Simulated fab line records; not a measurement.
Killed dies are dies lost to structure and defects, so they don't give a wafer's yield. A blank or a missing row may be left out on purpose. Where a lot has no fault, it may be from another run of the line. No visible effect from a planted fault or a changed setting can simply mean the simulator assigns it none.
A struck lot beside a sound one || flow rit_cmos || 16 steps out of a route of 202
Sound: these wafers, L993.2, L993.3, L993.4. Struck: wafers L106.2, L106.4, L106.6. The cause is named last.
Order at every step that has rows: each side's tool, ch and its chambers, its first start. Under that, the readings that differ: sound wafers || struck wafers || difference of the means || sigmas: that difference in standard deviations of wafers without a fault.
alike: same words and numbers on both sides, and readings whose means sit less than 2 such deviations apart. not compared: any withheld reading, any reading some wafer has no value for, any bound like >300 that may hide the same value, and any number with overlapping values for which the record gives no deviation.
Wherever a step has rows on one side only, a row that says differs or no value, or a row with sigmas, the two part there. Numbers that don't overlap but have no deviation are shown without sigmas and don't part them. A reading that every wafer of one side lacks parts them only if that side has two wafers or more.

RIT_ACTIVE_BOW_MEAS_00:
  sound on film_metro-02 at day 1 10:01; struck on film_metro-02 at day 4 03:01
  alike: INCOMING_BOW
then, 1 step without rows for these wafers: RIT_ACTIVE_OXIDATION_01 (target thk 46.8 nm, ox time 3360 s).
RIT_ACTIVE_THK_MEAS_02:
  sound on film_metro-01 at day 1 12:04; struck on film_metro-01 at day 4 05:39
  alike: ACTIVE_OXIDE_THK
then, 1 step without rows for these wafers: RIT_ACTIVE_CVD_03 (deposits Si3N4 from SiH2Cl2/NH3, target thk 150 nm, time 1500 s).
RIT_ACTIVE_THK_MEAS_04:
  sound on film_metro-01 at day 1 15:59; struck on film_metro-01 at day 4 07:08
  alike: ACTIVE_NITRIDE_THK
then, 1 step without rows for these wafers: RIT_ACTIVE_HMDS_05 (prime time 60 s).
RIT_ACTIVE_COAT_06: resist thk 1000 nm.
  sound on litho_track-01 ch 0, day 1 16:13; struck on litho_track-01 ch 0, day 4 07:23
{"reading": "spin_speed_rpm (rpm)", "sound": "3251.4 3252.0 3249.1", "struck": "2733.9 2737.5 2732.6", "difference": -516.2, "sigmas": "-99 or more"}
{"reading": "model.NOVOLAK_of_ACTIVE_COAT_06.thk_nm (nm)", "sound": "1000 997.5 1001", "struck": "1089 1086 1086", "difference": "+88", "sigmas": ""}
then, 4 steps without rows for these wafers: RIT_ACTIVE_SOFTBAKE_07 (time 60 s); RIT_ACTIVE_EXPOSE_08 (exposes mask M1, target cd 1400 nm); RIT_ACTIVE_PEB_09; RIT_ACTIVE_DEVELOP_10 (develop time 50 s).
RIT_ACTIVE_CD_MEAS_11: the cd target is 1400 nm.
  sound on cd_sem-02 at day 1 17:02; struck on cd_sem-01 at day 4 08:15
{"reading": "cd_nm (nm)", "sound": "1398.0 1396.3 1400.9", "struck": "1406.6 1406.7 1405.1", "difference": "+7.7", "sigmas": "+3"}
  not compared: hold
then, 1 step without rows for these wafers: RIT_ACTIVE_HARDBAKE_12 (time 60 s).
RIT_ACTIVE_ETCH_13: etches Si3N4 in SF6, stops on SiO2, time 210 s, target depth 210 nm.
  sound on rie_diel-04 ch 1,2,3, day 1 17:17; struck on rie_diel-04 ch 1,3, day 4 08:30
{"reading": "model.NOVOLAK_of_ACTIVE_COAT_06.thk_nm (nm)", "sound": "652.1 648.3 657", "struck": "736.8 726.9 726.1", "difference": "+77.5", "sigmas": ""}
  alike: drypump_motor_current_A, oes_product_au, rf_fwd_power_W, throttle_valve_pct
  not compared: rf_hours_counter_h, model.ACTIVE.cd_nm
RIT_ACTIVE_STRIP_14: strips in O2, time 180 s.
  sound on plasma_asher-04 ch 0,1, day 1 17:25; struck on plasma_asher-04 ch 0,1, day 4 08:38
  alike: drypump_motor_current_A
  not compared: rf_hours_counter_h
-- the record jumps here: 2 days lie between the struck wafers' starts before and after (it left off in module ACTIVE and takes up again in module M1, whose first step shown is number 202 of the route) --
RIT_M1_PROBE_99:
  sound on prober-01 at day 3 11:01; struck on prober-02 at day 6 08:58
  alike: killed_at_front_end, killed_dies, killed_open, killed_short

## WHERE THEY PART
Last at RIT_ACTIVE_CD_MEAS_11 as far as this record goes, first at RIT_ACTIVE_COAT_06. Later steps at which nothing parts them and some readings are alike: RIT_ACTIVE_ETCH_13, RIT_ACTIVE_STRIP_14, RIT_M1_PROBE_99.

WHY: the cause the simulator had injected
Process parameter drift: litho_track-01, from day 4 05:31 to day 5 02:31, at RIT_ACTIVE_COAT_06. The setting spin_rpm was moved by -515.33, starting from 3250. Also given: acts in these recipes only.
